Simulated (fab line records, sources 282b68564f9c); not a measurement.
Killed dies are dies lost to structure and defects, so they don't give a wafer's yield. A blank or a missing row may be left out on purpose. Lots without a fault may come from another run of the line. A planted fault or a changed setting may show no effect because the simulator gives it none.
A struck lot beside a sound one | flow rit_cmos | 15 steps out of a route of 202
Sound: wafers L951.2, L951.5, L951.6. Struck: wafer L948.4. (L948.2, L948.3 of the same lot were not struck and are left out.) The cause comes at the end.
At each step with rows: each side's tool, then ch and its chambers, then its first start. Under that, the readings that differ: sound wafers | struck wafers | difference of the means | sigmas: that difference in standard deviations of wafers without a fault.
alike: readings whose means differ by less than 2 such deviations, and words and numbers that are the same on both sides. not compared: withheld readings, readings that some wafer has no value for, bounds like >300 that may hide the same value, and numbers for which the record gives no deviation and whose values overlap.
The two part at a step that has a row with sigmas, a row that says differs or no value, or rows on one side only. Numbers that don't overlap but have no deviation are shown without sigmas and don't part them. A reading that every wafer of one side lacks parts them only if that side has two wafers or more.

RIT_GATE_THK_MEAS_07:
  sound on film_metro-03, day 5 22:13; struck on film_metro-04, day 5 08:44
  reading             | sound          | struck | difference | sigmas
  GATE_OXIDE_THK (nm) | 2.97 2.97 3.00 | 3.21   | +0.23      | +3
then, 1 step without rows for these wafers: RIT_GATE_CVD_08 (deposits poly-Si from SiH4, target thk 250 nm, time 2220 s).
RIT_GATE_THK_MEAS_09:
  sound on film_metro-04, day 5 23:54; struck on film_metro-04, day 5 10:25
  alike: GATE_POLY_THK
then, 6 steps without rows for these wafers: RIT_GATE_HMDS_10 (prime time 60 s); RIT_GATE_COAT_11 (resist thk 850 nm); RIT_GATE_SOFTBAKE_12 (time 60 s); RIT_GATE_EXPOSE_13 (exposes mask M6, target cd 150 nm); RIT_GATE_PEB_14; RIT_GATE_DEVELOP_15 (develop time 50 s).
RIT_GATE_CD_MEAS_16: target cd 150 nm.
  sound on cd_sem-02, day 6 00:55; struck on cd_sem-02, day 5 11:38
  alike: cd_nm
RIT_GATE_OVL_MEAS_17:
  sound on overlay-01, day 6 01:01; struck on overlay-01, day 5 11:44
  alike: GATE_OVL
then, 1 step without rows for these wafers: RIT_GATE_HARDBAKE_18 (time 60 s).
RIT_GATE_ETCH_19: etches poly-Si in SF6/CHF3/O2, stops on SiO2, time 165 s, target depth 312.5 nm.
  sound on rie_si-02 ch 2,3, day 6 01:12; struck on rie_si-01 ch 3, day 5 11:55
  reading                                   | sound             | struck | difference | sigmas
  oes_product_au (a.u.)                     | 0.844 0.856 0.847 | 0.784  | -0.065     | -5
  model.etch.depth_nm (nm)                  | 251.4 253.2 252.7 | 229.2  | -23.2      |
  model.GATE.feature_depth_nm (nm)          | 251.4 253.2 252.7 | 229.2  | -23.2      |
  model.NOVOLAK_of_GATE_COAT_11.thk_nm (nm) | 670.7 669.1 669.9 | 693    | +23        |
  alike: chamber_pressure_mTorr, drypump_motor_current_A, he_backside_leak_sccm, rf_fwd_power_W, throttle_valve_pct
  not compared: rf_hours_counter_h
RIT_GATE_STRIP_20: strips in O2, time 180 s.
  sound on plasma_asher-02 ch 0,1, day 6 01:19; struck on plasma_asher-01 ch 0, day 5 12:01
  alike: chamber_pressure_mTorr, drypump_motor_current_A, o2_flow_sccm
  not compared: rf_hours_counter_h
RIT_M1_PROBE_99:
  sound on prober-01, day 6 22:16; struck on prober-02, day 6 09:12
  reading             | sound  | struck                   | difference                   | sigmas
  hold                | - - -  | await_dispo/0.8h/release | no value on the sound wafers |
  killed_at_front_end | 9 11 9 | 264                      | +254                         | +79
  killed_dies         | 9 11 9 | 264                      | +254                         | +79
  killed_on_rim       | 1 3 1  | 70                       | +68                          | +49
  alike: killed_at_M0_to_M3, killed_at_contacts, killed_open, killed_short

WHERE THEY PART
First at RIT_GATE_THK_MEAS_07; last, within this record, at RIT_M1_PROBE_99.

WHY: what the simulator had put in
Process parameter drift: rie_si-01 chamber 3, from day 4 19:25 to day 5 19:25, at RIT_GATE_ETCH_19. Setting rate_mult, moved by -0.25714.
